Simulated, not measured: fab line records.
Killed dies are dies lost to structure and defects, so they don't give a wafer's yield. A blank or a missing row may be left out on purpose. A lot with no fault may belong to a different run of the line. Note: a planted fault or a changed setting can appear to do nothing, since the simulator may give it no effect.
Split-lot study + flow ritCmos + route with 202 steps; 5 lots, 23 wafers read

== THE SPLIT ==
At RIT_PSD_SOFTBAKE_02 (time 60 s), the setting tempC was moved away from the recipe's 90 C on 8 of the 23 wafers read, by -4.0% to +3.4%. All remaining wafers had this setting at the recipe value.

== FROM THE SPLIT TO THE READING: what the file shows between them, 2 steps ==
- RIT_PSD_EXPOSE_03: exposes mask M10, target cd 40900 nm
- RIT_PSD_PEB_04

== THE READING ==
NOVOLAK_of_PSD_COAT_01.thkNm (the simulator's own value, which no gauge read), in nm, at RIT_PSD_DEVELOP_05 (develop time 50 s). The file does not state a usual value for it. Across the 15 wafers here that went through the recipe, the average is 1001.1 nm and the standard deviation 2.7 nm.

| wafer  | tool, chamber at the split | tempC as run, C | against the recipe | NOVOLAK_of_PSD_COAT_01.thkNm, nm | against lot-mates on the recipe |
|--------|----------------------------|-----------------|--------------------|----------------------------------|---------------------------------|
| L076.1 | lithoTrack-03, 0           | 93.1            | +3.4%              | 989.2                            | -7.1                            |
| L076.2 | lithoTrack-03, 0           | 90              | recipe             | 994.6                            | -                               |
| L076.3 | lithoTrack-03, 0           | 90              | recipe             | 997                              | -                               |
| L076.4 | lithoTrack-03, 0           | 93.1            | +3.4%              | 987.1                            | -9.2                            |
| L076.5 | lithoTrack-03, 0           | 90              | recipe             | 997.4                            | -                               |
| L080.1 | lithoTrack-03, 0           | 92.55           | +2.8%              | 994.8                            | -6.7                            |
| L080.2 | lithoTrack-03, 0           | 90              | recipe             | 1001                             | -                               |
| L080.3 | lithoTrack-03, 0           | 90              | recipe             | 1002                             | -                               |
| L080.4 | lithoTrack-03, 0           | 92.55           | +2.8%              | 994.6                            | -6.9                            |
| L080.6 | lithoTrack-03, 0           | 92.55           | +2.8%              | 991.8                            | -9.7                            |
| L081.1 | lithoTrack-02, 0           | 86.39           | -4.0%              | 1015                             | +13.0                           |
| L081.2 | lithoTrack-02, 0           | 86.39           | -4.0%              | 1011                             | +9.0                            |
| L081.3 | lithoTrack-02, 0           | 86.39           | -4.0%              | 1011                             | +9.0                            |
| L081.5 | lithoTrack-02, 0           | 90              | recipe             | 1002                             | -                               |
| L081.6 | lithoTrack-02, 0           | 90              | recipe             | 1002                             | -                               |
| L082.1 | lithoTrack-04, 0           | 90              | recipe             | 1000                             | -                               |
| L082.3 | lithoTrack-04, 0           | 90              | recipe             | 1005                             | -                               |
| L082.6 | lithoTrack-04, 0           | 90              | recipe             | 1002                             | -                               |
| L085.1 | lithoTrack-04, 0           | 90              | recipe             | 1002                             | -                               |
| L085.2 | lithoTrack-04, 0           | 90              | recipe             | 1003                             | -                               |
| L085.6 | lithoTrack-04, 0           | 90              | recipe             | 1003                             | -                               |
| L085.4 | lithoTrack-04, 0           | 90              | recipe             | 1004                             | -                               |
| L085.5 | lithoTrack-04, 0           | 90              | recipe             | 1001                             | -                               |

THE FIT
A straight line over all 23 wafers: NOVOLAK_of_PSD_COAT_01.thkNm changes by -2.98 nm for each +1% of tempC; r = -0.92; the points scatter about the line by 2.6 nm.
The same after taking each lot's own level away (the mean of its wafers on the recipe; 23 wafers): -2.57 nm for each +1%; r = -0.97; scatter 1.4 nm.
According to that fit, moving tempC by its largest amount changes the reading by 10 nm.
The lots' own levels span 996.33 to 1002.60 nm, that is 2.3 times the standard deviation above.
Thus the slope moves with the lot-to-lot level: the two fits are different.
Check: with one of the wafers moved furthest among these (-4.0%) left out of the fit, the line predicts +9.52 nm for it against its lot-mates. Against them it came out at +13 nm.

== FILE'S OWN FIT ==
NOVOLAK_of_PSD_COAT_01.thkNm changes by -2.48 nm for each +1% of tempC, r = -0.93.
